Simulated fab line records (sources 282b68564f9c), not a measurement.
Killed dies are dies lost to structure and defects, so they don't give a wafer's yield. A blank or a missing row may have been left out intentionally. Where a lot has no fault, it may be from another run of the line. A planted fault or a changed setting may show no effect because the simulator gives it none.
fab line records	flow rit-cmos
record: lots: 6	wafers: 18	last-day: 7
route steps=202 shown SPACER@127 NSD@131 PSD@142 SDANNEAL@153 PLDD@159 NLDD@160 SILICIDE@161 CONTACT@168 M1@202
lots with no fault: from the same line, run without faults
start-h: start of the lot's first displayed wafer, in hours after the record's first day	wait-h: how many hours have passed since the lot's step before this one	" identical to the entry in the row above	L1.1+2: a row that stands for several wafers	- value missing, or start not given	* or withheld: withheld	< > ~ a bound
route shown NAME@n: a module of which the file shows steps, and the number in the route of the first	usual: mean/standard deviation taken from wafers without a fault	same: alike in all rows	chamber/n: place in a boat	sites: the reading at each site	_std_site: standard deviation of those values	_edge_site: inner sites' mean taken away from outer sites' mean	radius-mm: how far each site lies from the wafer's centre	mask NAME#n: copy n	behind: the last tool/chamber to shape the wafer	hold: reason for holding the lot/hours on hold/outcome of the hold	device: which transistor (n, p or np) failed to switch	end of line: tests run on the same wafers once the route is complete	where a step has no rows: the recipe by itself	killed: at the first sort, the dies lost to defects and structure; wafer yield is something else	map: a wafer's dies, x killed, . not, _ none there
set.NAME: the run value of the setting; set.NAME@STEP: its run value at that earlier step	model.NAME: the simulator's own value behind a step, which no gauge read
lots at some steps of the route; a table a step, a row a wafer
services: when a tool's chamber went out of use (start-h, in hours from the record's first day, below 0 if earlier), for how many hours, and the reason
== steps ==
step: RIT_SPACER_CLEAN_02
recipe: chemistry: SC2	mix: 3:3:50	time-s: 600	temp-c: 75	dry: n2-spin
step: RIT_SPACER_CVD_03
recipe: material: Si3N4	target-thk-nm: 250	temp-c: 810	precursor: SiH2Cl2/NH3	time-s: 3300	pressure-mtorr: 300	sih2cl2-flow-sccm: 60	nh3-flow-sccm: 150
step: RIT_SPACER_THK_MEAS_04
recipe: reads: Si3N4_of_SPACER_CVD_03
usual: SPACER_NITRIDE_THK: 249.3/2.9
lot.wafer	tool	chamber	start-h	wait-h	SPACER_NITRIDE_THK[nm]
L797.1	film-metro-01	-	81.53	0.0	253.5
L797.3	"	-	"	"	251.4
L797.6	"	-	"	"	252.3
L800.4	film-metro-04	-	93.31	0.0	248.9
L800.5	"	-	"	"	251.7
L800.6	"	-	"	"	252.2
L809.1	film-metro-04	-	131.12	0.0	250.5
L809.2	"	-	"	"	252.4
L809.3	"	-	"	"	250.5
L810.1	film-metro-01	-	134.20	0.0	249.6
L810.3	"	-	"	"	250.4
L810.5	"	-	"	"	250.4
L812.2	film-metro-04	-	147.12	0.0	248.0
L812.4	"	-	"	"	247.9
L812.5	"	-	"	"	243.5
L815.2	film-metro-04	-	162.82	0.0	246.7
L815.5	"	-	"	"	245.5
L815.6	"	-	"	"	246.1
step: RIT_SPACER_ETCHBACK_05
recipe: target-depth-a: 2500	SF6_flow_sccm: 30	CHF3_flow_sccm: 30	target: Si3N4	chemistry: SF6/CHF3	pressure-mtorr: 40	rf-w: 250	time-s: 240	stop-on: SiO2
usual: drypump-motor-current-A: 5.6/0.41	oes-product-au: 0.849/0.014	throttle-valve-pct: 10.19/0.15
lot.wafer	tool	chamber	start-h	wait-h	drypump-motor-current-A	oes-product-au	rf-hours-counter-h	throttle-valve-pct
L797.1	rie-diel-04	1	81.59	0.1	5.3	0.868	7	9.93
L797.3	"	0	"	"	5.6	0.831	46	10.20
L797.6	"	0	"	"	5.6	0.836	-	10.19
L800.4	rie-diel-04	1	93.34	0.0	5.3	0.848	8	9.94
L800.5	"	0	"	"	5.6	0.836	-	10.18
L800.6	"	3	"	"	6.0	0.832	-	10.02
L809.1	rie-diel-01	3	131.18	0.1	6.0	0.870	75	10.33
L809.2	"	2	"	"	4.8	0.872	1	10.18
L809.3	"	0	"	"	5.8	0.857	8	10.28
L810.1	rie-diel-04	1	134.26	0.1	5.3	0.857	8	9.92
L810.3	"	2	"	"	5.6	0.852	106	10.34
L810.5	"	2	"	"	5.6	0.859	-	10.34
L812.2	rie-diel-03	1	147.17	0.0	5.6	0.841	117	10.26
L812.4	"	2	"	"	5.7	0.842	4	10.29
L812.5	"	2	"	"	5.7	0.833	-	10.29
L815.2	rie-diel-03	1	162.87	0.0	5.5	0.838	117	10.26
L815.5	"	0	"	"	6.3	0.834	-	10.13
L815.6	"	3	"	"	4.8	0.842	-	10.39
step: RIT_NSD_HMDS_00
recipe: prime-time-s: 60	prime-temp-c: 140
step: RIT_NSD_COAT_01
recipe: resist: NOVOLAK	spin-rpm: 3250	resist-thk-nm: 1000
step: RIT_NSD_SOFTBAKE_02
recipe: resist: NOVOLAK	temp-c: 90	time-s: 60
step: RIT_NSD_EXPOSE_03
recipe: mask-id: M9	na: 0.57	target-cd-nm: 40700	dose-mj: 250
step: RIT_NSD_PEB_04
recipe: resist: NOVOLAK	temp-c: withheld	time-s: withheld
step: RIT_NSD_DEVELOP_05
recipe: resist: NOVOLAK	develop-time-s: 50	dev-temp-c: 23
step: RIT_NSD_OVL_MEAS_06
usual: NSD_OVL: 0.8/1.3
lot.wafer	tool	chamber	start-h	wait-h	NSD_OVL[nm]
L797.1	overlay-01	-	82.71	-	0.6
L797.3	"	-	"	"	-0.9
L797.6	"	-	"	"	-0.1
L800.4	overlay-01	-	94.49	-	1.1
L800.5	"	-	"	"	2.3
L800.6	"	-	"	"	1.3
L809.1	overlay-01	-	132.18	-	1.9
L809.2	"	-	"	"	4.1
L809.3	"	-	"	"	1.4
L810.1	overlay-01	-	135.26	-	1.5
L810.3	"	-	"	"	0.3
L810.5	"	-	"	"	-0.1
L812.2	overlay-02	-	148.18	-	0.1
L812.4	"	-	"	"	0.0
L812.5	"	-	"	"	0.5
L815.2	overlay-01	-	163.87	-	2.5
L815.5	"	-	"	"	1.4
L815.6	"	-	"	"	1.2
step: RIT_NSD_HARDBAKE_07
recipe: resist: NOVOLAK	temp-c: 140	time-s: 60
step: RIT_NSD_IMPLANT_08
recipe: species: P	energy-kev: 25	dose-cm2: 1e+15	tilt-deg: 7
usual: beam-energy-keV: 25.000/0.0089
lot.wafer	tool	chamber	start-h	wait-h	beam-energy-keV
L797.1	implanter-03	0	82.90	0.1	24.999
L797.3	"	0	"	"	24.996
L797.6	"	0	"	"	24.999
L800.4	implanter-04	0	94.73	0.1	25.004
L800.5	"	0	"	"	25.002
L800.6	"	0	"	"	25.019
L809.1	implanter-03	0	132.37	0.1	24.990
L809.2	"	0	"	"	24.995
L809.3	"	0	"	"	24.996
L810.1	implanter-03	0	135.48	0.1	25.006
L810.3	"	0	"	"	25.006
L810.5	"	0	"	"	25.001
L812.2	implanter-01	0	148.38	0.1	25.007
L812.4	"	0	"	"	25.009
L812.5	"	0	"	"	24.999
L815.2	implanter-04	0	164.08	0.1	24.995
L815.5	"	0	"	"	24.989
L815.6	"	0	"	"	24.992
step: RIT_NSD_STRIP_09
recipe: chemistry: O2	time-s: 180	resist: NOVOLAK	platen-temp-c: withheld	power-w: 500	pressure-mtorr: 4000	o2-flow-sccm: 4000
usual: drypump-motor-current-A: 5.76/0.23
lot.wafer	tool	chamber	start-h	wait-h	drypump-motor-current-A	rf-hours-counter-h
L797.1	plasma-asher-02	1	83.05	0.1	6.00	28
L797.3	"	0	"	"	5.78	-
L797.6	"	1	"	"	6.04	-
L800.4	plasma-asher-02	0	94.86	0.1	5.79	-
L800.5	"	0	"	"	5.79	-
L800.6	"	1	"	"	6.00	-
L809.1	plasma-asher-02	1	132.52	0.1	6.00	35
L809.2	"	0	"	"	5.78	35
L809.3	"	1	"	"	5.99	-
L810.1	plasma-asher-03	1	135.63	0.1	5.70	2
L810.3	"	0	"	"	5.37	-
L810.5	"	0	"	"	5.43	-
L812.2	plasma-asher-02	1	148.51	0.1	6.03	36
L812.4	"	1	"	"	6.02	-
L812.5	"	1	"	"	6.04	-
L815.2	plasma-asher-01	0	164.20	0.1	5.72	51
L815.5	"	0	"	"	5.75	-
L815.6	"	1	"	"	6.03	-
step: RIT_NSD_TW_MEAS_10
usual: NSD_TW: 3109/20
lot.wafer	tool	chamber	start-h	wait-h	NSD_TW
L797.1	film-metro-02	-	83.22	0.1	3124
L797.3	"	-	"	"	3132
L797.6	"	-	"	"	3120
L800.4	film-metro-01	-	95.01	0.1	3088
L800.5	"	-	"	"	3094
L800.6	"	-	"	"	3095
L809.1	film-metro-02	-	132.69	0.1	3117
L809.2	"	-	"	"	3125
L809.3	"	-	"	"	3124
L810.1	film-metro-02	-	135.81	0.1	3115
L810.3	"	-	"	"	3125
L810.5	"	-	"	"	3122
L812.2	film-metro-03	-	148.69	0.1	3138
L812.4	"	-	"	"	3144
L812.5	"	-	"	"	3141
L815.2	film-metro-01	-	164.39	0.1	3097
L815.5	"	-	"	"	3093
L815.6	"	-	"	"	3097
step: RIT_PSD_HMDS_00
recipe: prime-time-s: 60	prime-temp-c: 140
step: RIT_PSD_COAT_01
recipe: resist: NOVOLAK	spin-rpm: 3250	resist-thk-nm: 1000
step: RIT_PSD_SOFTBAKE_02
recipe: resist: NOVOLAK	temp-c: 90	time-s: 60
step: RIT_PSD_EXPOSE_03
recipe: mask-id: M10	na: 0.57	target-cd-nm: 40900	dose-mj: 250
step: RIT_PSD_PEB_04
recipe: resist: NOVOLAK	temp-c: withheld	time-s: withheld
step: RIT_PSD_DEVELOP_05
recipe: resist: NOVOLAK	develop-time-s: 50	dev-temp-c: 23
step: RIT_PSD_OVL_MEAS_06
usual: PSD_OVL: 1.1/1.4
lot.wafer	tool	chamber	start-h	wait-h	PSD_OVL[nm]
L797.1	overlay-01	-	84.36	-	0.4
L797.3	"	-	"	"	0.3
L797.6	"	-	"	"	-1.3
L800.4	overlay-02	-	96.34	-	1.9
L800.5	"	-	"	"	2.9
L800.6	"	-	"	"	3.1
L809.1	overlay-01	-	133.73	-	-0.6
L809.2	"	-	"	"	1.0
L809.3	"	-	"	"	1.1
L810.1	overlay-02	-	136.72	-	0.8
L810.3	"	-	"	"	0.3
L810.5	"	-	"	"	1.1
L812.2	overlay-01	-	149.60	-	1.3
L812.4	"	-	"	"	0.4
L812.5	"	-	"	"	0.9
L815.2	overlay-02	-	165.29	-	0.4
L815.5	"	-	"	"	1.4
L815.6	"	-	"	"	1.3
step: RIT_PSD_HARDBAKE_07
recipe: resist: NOVOLAK	temp-c: 140	time-s: 60
step: RIT_PSD_IMPLANT_08
recipe: species: BF2	energy-kev: 27	dose-cm2: 5e+15	tilt-deg: 7
step: RIT_PSD_STRIP_09
recipe: chemistry: O2	time-s: 180	resist: NOVOLAK	platen-temp-c: withheld	power-w: 500	pressure-mtorr: 4000	o2-flow-sccm: 4000
usual: drypump-motor-current-A: 5.71/0.27
lot.wafer	tool	chamber	start-h	wait-h	drypump-motor-current-A	rf-hours-counter-h
L797.1	plasma-asher-01	0	84.70	0.1	5.71	41
L797.3	"	1	"	"	6.07	-
L797.6	"	0	"	"	5.73	-
L800.4	plasma-asher-01	1	96.75	0.1	6.10	-
L800.5	"	1	"	"	6.11	-
L800.6	"	0	"	"	5.75	-
L809.1	plasma-asher-01	0	134.06	0.1	5.73	48
L809.2	"	1	"	"	6.12	48
L809.3	"	0	"	"	5.73	-
L810.1	plasma-asher-01	1	137.06	0.1	6.08	48
L810.3	"	1	"	"	6.04	-
L810.5	"	0	"	"	5.74	-
L812.2	plasma-asher-03	1	149.93	0.1	5.72	3
L812.4	"	0	"	"	5.40	-
L812.5	"	1	"	"	5.72	-
L815.2	plasma-asher-01	1	165.62	0.1	6.09	51
L815.5	"	0	"	"	5.73	-
L815.6	"	1	"	"	6.08	-
step: RIT_PSD_TW_MEAS_10
usual: PSD_TW: 3414/18
lot.wafer	tool	chamber	start-h	wait-h	PSD_TW
L797.1	film-metro-01	-	84.87	0.1	3384
L797.3	"	-	"	"	3394
L797.6	"	-	"	"	3381
L800.4	film-metro-01	-	96.90	0.1	3407
L800.5	"	-	"	"	3405
L800.6	"	-	"	"	3381
L809.1	film-metro-03	-	134.24	0.1	3424
L809.2	"	-	"	"	3426
L809.3	"	-	"	"	3436
L810.1	film-metro-01	-	137.24	0.1	3404
L810.3	"	-	"	"	3405
L810.5	"	-	"	"	3415
L812.2	film-metro-02	-	150.12	0.1	3429
L812.4	"	-	"	"	3429
L812.5	"	-	"	"	3409
L815.2	film-metro-01	-	165.81	0.1	3426
L815.5	"	-	"	"	3406
L815.6	"	-	"	"	3390
step: RIT_SDANNEAL_CLEAN_00
recipe: chemistry: SC1	mix: 3:3:50	time-s: 600	temp-c: 75
step: RIT_SDANNEAL_CLEAN_01
recipe: chemistry: dHF	dilution: 50:1	time-s: 30
step: RIT_SDANNEAL_CLEAN_02
recipe: chemistry: SC2	mix: 3:3:50	time-s: 600	temp-c: 75	dry: n2-spin
step: RIT_SDANNEAL_RTA_03
recipe: temp-c: 1050	time-s: 5	idle-temp-c: 600	ramp-up-c-per-s: 342	ramp-down-c-per-s: 171	cool-to-c: 600	ambient: N2
usual: chamber-o2-ppm: 2.002/0.02	wafer_temp_C_max: 1053.6/1.3
lot.wafer	tool	chamber	start-h	wait-h	chamber-o2-ppm	wafer_temp_C_max
L797.1	rtp-anneal-02	0	85.30	0.0	2.005	1053.1
L797.3	"	0	"	"	1.999	1052.8
L797.6	"	0	"	"	2.042	1051.2
L800.4	rtp-anneal-01	0	97.34	0.0	1.995	1052.2
L800.5	"	0	"	"	1.988	1053.6
L800.6	"	0	"	"	1.970	1052.2
L809.1	rtp-anneal-02	0	134.69	0.0	1.987	1053.8
L809.2	"	0	"	"	2.004	1055.4
L809.3	"	0	"	"	1.998	1053.0
L810.1	rtp-anneal-01	0	137.70	0.0	2.018	1053.2
L810.3	"	0	"	"	1.986	1053.8
L810.5	"	0	"	"	2.018	1056.6
L812.2	rtp-anneal-01	0	150.58	0.0	2.013	1052.6
L812.4	"	0	"	"	2.033	1055.6
L812.5	"	0	"	"	2.031	1054.0
L815.2	rtp-anneal-02	0	166.24	0.0	2.003	1051.3
L815.5	"	0	"	"	2.022	1050.8
L815.6	"	0	"	"	2.033	1055.3
step: RIT_SDANNEAL_RS_MEAS_04
recipe: thk-meas-gauge: four-point-probe
usual: PSD_RS: 116.09/0.29
lot.wafer	tool	chamber	start-h	wait-h	PSD_RS[ohm/sq]
L797.1	film-metro-01	-	85.42	0.1	116.42
L797.3	"	-	"	"	116.35
L797.6	"	-	"	"	116.30
L800.4	film-metro-01	-	97.43	0.1	116.26
L800.5	"	-	"	"	116.44
L800.6	"	-	"	"	116.12
L809.1	film-metro-02	-	134.81	0.1	116.03
L809.2	"	-	"	"	115.79
L809.3	"	-	"	"	115.87
L810.1	film-metro-01	-	137.76	0.0	116.30
L810.3	"	-	"	"	116.05
L810.5	"	-	"	"	116.18
L812.2	film-metro-03	-	150.65	0.1	116.43
L812.4	"	-	"	"	116.23
L812.5	"	-	"	"	116.36
L815.2	film-metro-03	-	166.30	0.1	116.05
L815.5	"	-	"	"	115.94
L815.6	"	-	"	"	115.99
step: RIT_SDANNEAL_RS_MEAS_05
recipe: thk-meas-gauge: four-point-probe
usual: NSD_RS: 84.7/0.34
lot.wafer	tool	chamber	start-h	wait-h	NSD_RS[ohm/sq]
L797.1	film-metro-01	-	85.54	0.1	84.8
L797.3	"	-	"	"	85.0
L797.6	"	-	"	"	85.1
L800.4	film-metro-01	-	97.55	0.1	84.7
L800.5	"	-	"	"	85.0
L800.6	"	-	"	"	84.6
L809.1	film-metro-02	-	134.93	0.1	84.2
L809.2	"	-	"	"	84.1
L809.3	"	-	"	"	84.5
L810.1	film-metro-01	-	137.88	0.1	84.9
L810.3	"	-	"	"	85.0
L810.5	"	-	"	"	84.9
L812.2	film-metro-03	-	150.77	0.1	84.9
L812.4	"	-	"	"	84.8
L812.5	"	-	"	"	84.7
L815.2	film-metro-03	-	166.42	0.1	85.0
L815.5	"	-	"	"	85.3
L815.6	"	-	"	"	85.3
step: RIT_SDANNEAL_RS_MEAS_06
recipe: thk-meas-gauge: four-point-probe
usual: PLDD_RS: 179.0/0.43
lot.wafer	tool	chamber	start-h	wait-h	PLDD_RS[ohm/sq]
L797.1	film-metro-01	-	85.66	0.1	178.9
L797.3	"	-	"	"	179.5
L797.6	"	-	"	"	179.2
L800.4	film-metro-01	-	97.67	0.1	179.1
L800.5	"	-	"	"	179.2
L800.6	"	-	"	"	179.5
L809.1	film-metro-02	-	135.05	0.1	178.5
L809.2	"	-	"	"	178.6
L809.3	"	-	"	"	178.1
L810.1	film-metro-01	-	138.00	0.1	179.3
L810.3	"	-	"	"	178.8
L810.5	"	-	"	"	179.2
L812.2	film-metro-03	-	150.89	0.1	179.0
L812.4	"	-	"	"	179.6
L812.5	"	-	"	"	178.6
L815.2	film-metro-03	-	166.54	0.1	178.9
L815.5	"	-	"	"	179.0
L815.6	"	-	"	"	178.8
step: RIT_SDANNEAL_RS_MEAS_07
recipe: thk-meas-gauge: four-point-probe
usual: NLDD_RS: 151.8/0.58
lot.wafer	tool	chamber	start-h	wait-h	NLDD_RS[ohm/sq]
L797.1	film-metro-01	-	85.78	0.1	152.7
L797.3	"	-	"	"	152.7
L797.6	"	-	"	"	152.6
L800.4	film-metro-01	-	97.79	0.1	151.4
L800.5	"	-	"	"	151.3
L800.6	"	-	"	"	151.7
L809.1	film-metro-02	-	135.17	0.1	150.9
L809.2	"	-	"	"	150.4
L809.3	"	-	"	"	150.9
L810.1	film-metro-01	-	138.12	0.1	151.7
L810.3	"	-	"	"	152.4
L810.5	"	-	"	"	151.9
L812.2	film-metro-03	-	151.01	0.1	151.4
L812.4	"	-	"	"	152.2
L812.5	"	-	"	"	151.8
L815.2	film-metro-03	-	166.66	0.1	152.5
L815.5	"	-	"	"	152.3
L815.6	"	-	"	"	152.1
step: RIT_SILICIDE_WET_ETCH_00
recipe: chemistry: BOE	target: SiO2	target-depth-nm: 14	time-s: 15	dry: n2-spin	dilution: 10:1	temp-c: 21.5
step: RIT_SILICIDE_SPUTTER_01
recipe: material: Ti	target-thk-nm: 30	power-w: 350	chamber-pressure-pa: 0.667	gas: Ar	time-s: 240	substrate-temp-c: 25
step: RIT_SILICIDE_RS_MEAS_02
recipe: thk-meas-gauge: four-point-probe	reads: Ti_of_SILICIDE_SPUTTER_01
usual: SILICIDE_TI_RS: 47.7/0.62
lot.wafer	tool	chamber	start-h	wait-h	SILICIDE_TI_RS[ohm/sq]
L797.1	film-metro-03	-	86.06	0.1	47.6
L797.3	"	-	"	"	47.4
L797.6	"	-	"	"	48.1
L800.4	film-metro-02	-	98.07	0.1	47.4
L800.5	"	-	"	"	47.5
L800.6	"	-	"	"	47.3
L809.1	film-metro-04	-	135.45	0.1	47.5
L809.2	"	-	"	"	47.4
L809.3	"	-	"	"	47.6
L810.1	film-metro-03	-	138.40	0.1	48.6
L810.3	"	-	"	"	48.6
L810.5	"	-	"	"	48.9
L812.2	film-metro-04	-	151.29	0.1	47.8
L812.4	"	-	"	"	48.2
L812.5	"	-	"	"	48.6
L815.2	film-metro-02	-	166.95	0.1	48.0
L815.5	"	-	"	"	47.5
L815.6	"	-	"	"	47.4
step: RIT_SILICIDE_THK_MEAS_03
recipe: thk-meas-gauge: xrf	reads: Ti_of_SILICIDE_SPUTTER_01
usual: SILICIDE_TI_THK: 30.3/0.31
lot.wafer	tool	chamber	start-h	wait-h	SILICIDE_TI_THK[nm]
L797.1	film-metro-03	-	86.18	0.1	30.4
L797.3	"	-	"	"	30.6
L797.6	"	-	"	"	30.1
L800.4	film-metro-02	-	98.16	0.1	30.5
L800.5	"	-	"	"	30.5
L800.6	"	-	"	"	30.5
L809.1	film-metro-04	-	135.57	0.1	30.4
L809.2	"	-	"	"	30.2
L809.3	"	-	"	"	30.1
L810.1	film-metro-03	-	138.52	0.1	29.9
L810.3	"	-	"	"	29.9
L810.5	"	-	"	"	29.8
L812.2	film-metro-04	-	151.40	0.1	30.1
L812.4	"	-	"	"	29.8
L812.5	"	-	"	"	29.7
L815.2	film-metro-02	-	167.06	0.1	30.2
L815.5	"	-	"	"	30.5
L815.6	"	-	"	"	30.3
step: RIT_SILICIDE_RTA_04
recipe: temp-c: 650	time-s: 10	idle-temp-c: 25	ramp-up-s: 5	ramp-down-s: 5	cool-to-c: 25	ambient: N2
step: RIT_SILICIDE_WET_ETCH_05
recipe: chemistry: SPM	target: Ti	temp-c: 90	time-s: 120	dry: n2-spin
step: RIT_SILICIDE_RTA_06
recipe: temp-c: 750	time-s: 10	idle-temp-c: 25	ramp-up-s: 5	ramp-down-s: 10	cool-to-c: 25	ambient: N2
usual: chamber-o2-ppm: 1.995/0.025	wafer_temp_C_max: 753.2/1.4
lot.wafer	tool	chamber	start-h	wait-h	chamber-o2-ppm	wafer_temp_C_max
L797.1	rtp-anneal-02	0	86.35	0.0	1.996	753.0
L797.3	"	0	"	"	2.011	753.4
L797.6	"	0	"	"	2.032	753.6
L800.4	rtp-anneal-01	0	98.33	0.0	1.953	752.4
L800.5	"	0	"	"	2.007	752.5
L800.6	"	0	"	"	1.974	752.7
L809.1	rtp-anneal-02	0	135.74	0.0	1.965	753.8
L809.2	"	0	"	"	2.005	754.0
L809.3	"	0	"	"	1.980	753.7
L810.1	rtp-anneal-01	0	138.69	0.0	2.000	752.7
L810.3	"	0	"	"	1.990	752.1
L810.5	"	0	"	"	2.053	752.7
L812.2	rtp-anneal-01	0	151.57	0.0	1.995	751.7
L812.4	"	0	"	"	1.992	751.8
L812.5	"	0	"	"	1.951	751.8
L815.2	rtp-anneal-02	0	167.23	0.0	2.000	753.7
L815.5	"	0	"	"	1.976	754.1
L815.6	"	0	"	"	1.967	754.3
step: RIT_CONTACT_CVD_00
recipe: material: SiO2	target-thk-nm: 400	precursor: TEOS	temp-c: 390	time-s: 61	rf-w: 400
step: RIT_M1_PROBE_99
usual: killed-at-contacts: 0.1/0.37	killed-at-front-end: 6.9/2.9	killed-dies: 7.1/2.9	killed-open: 3.3/1.8	killed-short: 3.6/2.2
same: gross-dies: 264	killed_at_M0_to_M3: 0	killed_at_M4_up: 0	killed-at-back-side: 0	killed-at-other: 0
lot.wafer	tool	chamber	start-h	wait-h	killed-at-contacts	killed-at-front-end	killed-dies	killed-open	killed-short	model.etest.nmos_0p15.drive-ua-um-rim-less-centre	model.etest.nmos_0p15.drive-ua-um-range	model.etest.antenna-poly.gate-log10-a-cm2	model.etest.nmos_0p15.gate-log10-a-cm2	model.etest.gate-to-diffusion-comb.leak-log10-a-um	model.etest.nmos_0p15.gate-bv-v	model.etest.nmos_0p3.bv-v	model.etest.nmos_0p15.bv-v
L797.1	prober-01	-	92.90	0.1	0	3	3	2	1	2.649	15.87	-6.17	-5.378	-12.27	4.804	5.493	5.493
L797.3	prober-01	-	93.00	0.2	0	6	6	3	3	-0.9846	13.67	-6.402	-5.525	-12.28	4.774	5.477	5.477
L797.6	prober-01	-	93.15	0.2	0	5	5	4	1	3.628	12.02	-6.36	-5.685	-12.41	4.81	5.495	5.495
L800.4	prober-02	-	104.91	0.2	1	11	12	2	10	-4.591	12.79	-6.663	-5.667	-12.44	4.859	5.449	5.449
L800.5	prober-02	-	104.96	0.2	0	9	9	7	2	-3.931	22.21	-6.328	-5.444	-12.32	4.785	5.429	5.429
L800.6	prober-02	-	105.01	0.2	1	8	9	6	3	-3.574	12.7	-6.218	-5.595	-12.46	4.818	5.443	5.443
L809.1	prober-01	-	142.69	0.1	0	3	3	2	1	2.564	14.04	-3.767	-3.761	-10.88	3.887	4.924	4.924
L809.2	prober-01	-	142.74	0.1	0	8	8	5	3	3.671	12.63	-3.896	-3.861	-10.97	3.9	4.923	4.923
L809.3	prober-01	-	142.79	0.2	0	6	6	3	3	11.78	14.09	-3.886	-4.002	-11.01	3.91	4.934	4.934
L810.1	prober-02	-	145.51	0.1	0	4	4	2	2	12.6	16.6	-3.882	-4.003	-10.98	3.923	4.974	4.974
L810.3	prober-02	-	145.61	0.2	0	4	4	2	2	19.32	20.29	-4.238	-4.142	-11.06	3.965	4.993	4.993
L810.5	prober-02	-	145.71	0.2	0	5	5	2	2	6.23	13.43	-4.039	-4.218	-11.32	3.981	5.006	5.006
L812.2	prober-02	-	158.21	0.1	0	4	4	1	3	3.788	9.986	-6.282	-5.469	-12.38	4.827	5.538	5.538
L812.4	prober-02	-	158.31	0.2	1	1	2	0	1	3.339	14.85	-6.357	-5.747	-12.54	4.867	5.57	5.569
L812.5	prober-02	-	158.36	0.2	1	5	6	1	4	3.317	12.14	-6.411	-5.863	-12.59	4.893	5.599	5.599
L815.2	prober-01	-	174.23	0.1	0	9	9	7	2	0.7192	8.73	-6.602	-5.818	-12.62	4.863	5.55	5.55
L815.5	prober-01	-	174.38	0.2	0	9	9	4	5	-1.009	15.96	-6.223	-5.437	-12.44	4.827	5.521	5.52
L815.6	prober-01	-	174.43	0.2	0	7	7	2	5	-7.687	10.32	-6.478	-5.511	-12.41	4.815	5.523	5.523
killed by level:class
L797.1 GATE:geometric-particle:short=1 GATE:geometric-particle:open=1 REOX:geometric-particle:open=1
L797.3 FOX1:geometric-particle:short=1 FOX1:geometric-particle:open=1 FOX2:geometric-particle:open=1 GATE:geometric-particle:short=1 SPACER:geometric-particle:short=1 SILICIDE:geometric-particle:open=1
L797.6 FOX2:geometric-particle:open=2 SILICIDE:geometric-particle:open=2 GATE:geometric-particle:short=1
L800.4 GATE:geometric-particle:short=3 FOX1:geometric-particle:short=2 SPACER:geometric-particle:short=2 FOX1:geometric-particle:open=1 FOX2:geometric-particle:short=1 FOX2:geometric-particle:open=1 SILICIDE:geometric-particle:short=1 CONTACT:geometric-particle:short=1
L800.5 SPACER:geometric-particle:open=3 GATE:geometric-particle:open=2 SILICIDE:geometric-particle:open=2 REOX:geometric-particle:short=1 SILICIDE:geometric-particle:short=1
L800.6 FOX2:geometric-particle:open=2 FOX1:geometric-particle:open=1 GATE:geometric-particle:open=1 REOX:geometric-particle:open=1 SPACER:geometric-particle:short=1 SILICIDE:geometric-particle:open=1 SILICIDE:geometric-particle:short=1 CONTACT:geometric-particle:short=1
L809.1 FOX1:geometric-particle:short=1 FOX1:geometric-particle:open=1 SILICIDE:geometric-particle:open=1
L809.2 GATE:geometric-particle:open=4 SPACER:geometric-particle:short=2 REOX:geometric-particle:open=1 SILICIDE:geometric-particle:short=1
L809.3 GATE:geometric-particle:short=2 FOX1:geometric-particle:open=1 GATE:geometric-particle:open=1 REOX:geometric-particle:short=1 SPACER:geometric-particle:open=1
L810.1 ACTIVE:geometric-particle:open=1 FOX1:geometric-particle:short=1 GATE:geometric-particle:open=1 GATE:geometric-particle:short=1
L810.3 GATE:geometric-particle:short=2 FOX1:geometric-particle:open=1 REOX:geometric-particle:open=1
L810.5 GATE:geometric-particle:short=2 GATE:geometric-particle:open=1 REOX:geometric-particle:open=1 PWELL:coat-microbubble-printed=1
L812.2 GATE:geometric-particle:short=2 FOX2:geometric-particle:open=1 SILICIDE:geometric-particle:short=1
L812.4 GATE:geometric-particle:short=1 CONTACT:coat-microbubble-printed=1
L812.5 GATE:geometric-particle:short=2 GATE:geometric-particle:open=1 REOX:geometric-particle:short=1 SILICIDE:geometric-particle:short=1 CONTACT:coat-microbubble-printed=1
L815.2 GATE:geometric-particle:open=3 REOX:geometric-particle:open=2 FOX1:geometric-particle:open=1 FOX2:geometric-particle:short=1 GATE:geometric-particle:short=1 SILICIDE:geometric-particle:open=1
L815.5 FOX1:geometric-particle:short=3 REOX:geometric-particle:open=2 FOX1:geometric-particle:open=1 GATE:geometric-particle:short=1 REOX:geometric-particle:short=1 SPACER:geometric-particle:open=1
L815.6 FOX1:geometric-particle:short=1 GATE:geometric-particle:open=1 GATE:geometric-particle:short=1 SPACER:geometric-particle:short=1 SILICIDE:geometric-particle:short=1 SILICIDE:geometric-particle:open=1 STARTING-WAFER:geometric-particle:short=1
== services ==
tool	chamber	start-h	hours	kind
plasma-asher-02	-	58.08	9.8	repair
rie-diel-01	2	64.01	-	clean
rie-diel-01	2	64.01	20.8	scheduled-down
rie-diel-01	2	64.01	20.8	vent-cycle
plasma-asher-02	-	67.84	9.9	pm
implanter-03	-	77.11	3.3	repair
rie-diel-03	0	101.25	13.4	repair
plasma-asher-03	-	108.75	9.0	pm
plasma-asher-03	0	108.75	9.0	vent-cycle
plasma-asher-03	1	108.75	9.0	vent-cycle
rie-diel-01	3	115.03	3.0	repair
plasma-asher-03	0	117.75	-	clean
plasma-asher-03	1	117.75	-	clean
implanter-03	-	149.36	2.2	repair
implanter-04	-	150.02	2.6	pm
== key ==
first-sign none at tools or gauges
model-effect: step: RIT_M1_PROBE_99	value: etest.nmos_0p15.drive-ua-um-rim-less-centre	without: -1.068	struck: 9.361
met-at RIT_NSD_IMPLANT_08
struck-wafers L809.1,L809.2,L809.3,L810.1,L810.3,L810.5
tester-left-out L809,L810
onset-between 82.90 132.37
fault: kind: process-parameter-drift	tool: implanter-03	chamber: -	onset-h: 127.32	steps: RIT_NSD_IMPLANT_08	channel: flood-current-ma	offset: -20	shape: step	end-h: 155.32
tester-left-out: of these lots the tester's yield and bins aren't shown, on N5 and GAA mostly nor the transistor test; their killed dies are dies lost to structure and defects alone, not to doping, threshold or leakage, so they don't give the yield
